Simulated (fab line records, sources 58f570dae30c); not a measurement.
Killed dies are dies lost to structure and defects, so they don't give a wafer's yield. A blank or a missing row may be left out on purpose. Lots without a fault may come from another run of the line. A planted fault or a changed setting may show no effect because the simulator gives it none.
One fault seen from 2 desks | flow berkeley_cmos170 | each desk has only its own numbers; what lay behind them comes last

THE METROLOGY DESK
What the gauges read, lot by lot, whatever tool the lot ran on: means of the sampled wafers that have a number. A lot is out of limits, marked OUT, if its mean lies more than 4 standard deviations from the usual mean; the brackets give that distance.
Columns: A = V1_BOW at UCB170_V1_BOW_MEAS_03, usual 18 um; B = V1_POLISHED_THK at UCB170_V1_THK_MEAS_04, usual 1000.3 nm; C = cd_nm at UCB170_V1_CD_MEAS_12, usual 699.8 nm; D = V1_OVL at UCB170_V1_OVL_MEAS_13, usual 0 nm
lot  | first seen here | A  | B      | C     | D
L608 | day 10 20:56    | 18 | 1001.0 | 698.8 | -4
L615 | day 12 15:27    | 18 | 1001.1 | 699.4 | -7
L618 | day 12 20:09    | 21 | 1001.8 | 699.2 | 1
L619 | day 14 10:32    | 18 | 1000.8 | 699.3 | -3
L621 | day 14 22:57    | 16 | 999.5  | 699.5 | 0
This desk's finding: nothing out of limits on any of the 5 lots.

THE TOOL OWNER'S DESK: rie_diel-03
The tool's own readings at UCB170_V1_ETCH_14 (etches SiO2 in CHF3/CF4/Ar, stops on Al, target depth 1250 nm, time 291 s): means of the sampled wafers that have a number, for each lot that ran on this tool. A lot is out of limits, marked OUT, if its mean lies more than 4 standard deviations from the usual mean; the brackets give that distance.
Columns: A = drypump_motor_current_A at UCB170_V1_ETCH_14, usual 5.8 A; B = oes_product_au at UCB170_V1_ETCH_14, usual 0.873 a.u.; C = throttle_valve_pct at UCB170_V1_ETCH_14, usual 6.96 %
lot  | first seen here | A   | B     | C
L615 | day 12 17:50    | 5.6 | 0.876 | 7.03
L621 | day 15 02:42    | 5.5 | 0.884 | 6.94
This desk's finding: nothing out of limits on any of the 2 lots.

PUT TOGETHER
The metrology desk saw nothing out of limits.
The tool owner's desk saw nothing out of limits.

WHAT THE SIMULATOR HAD PUT IN
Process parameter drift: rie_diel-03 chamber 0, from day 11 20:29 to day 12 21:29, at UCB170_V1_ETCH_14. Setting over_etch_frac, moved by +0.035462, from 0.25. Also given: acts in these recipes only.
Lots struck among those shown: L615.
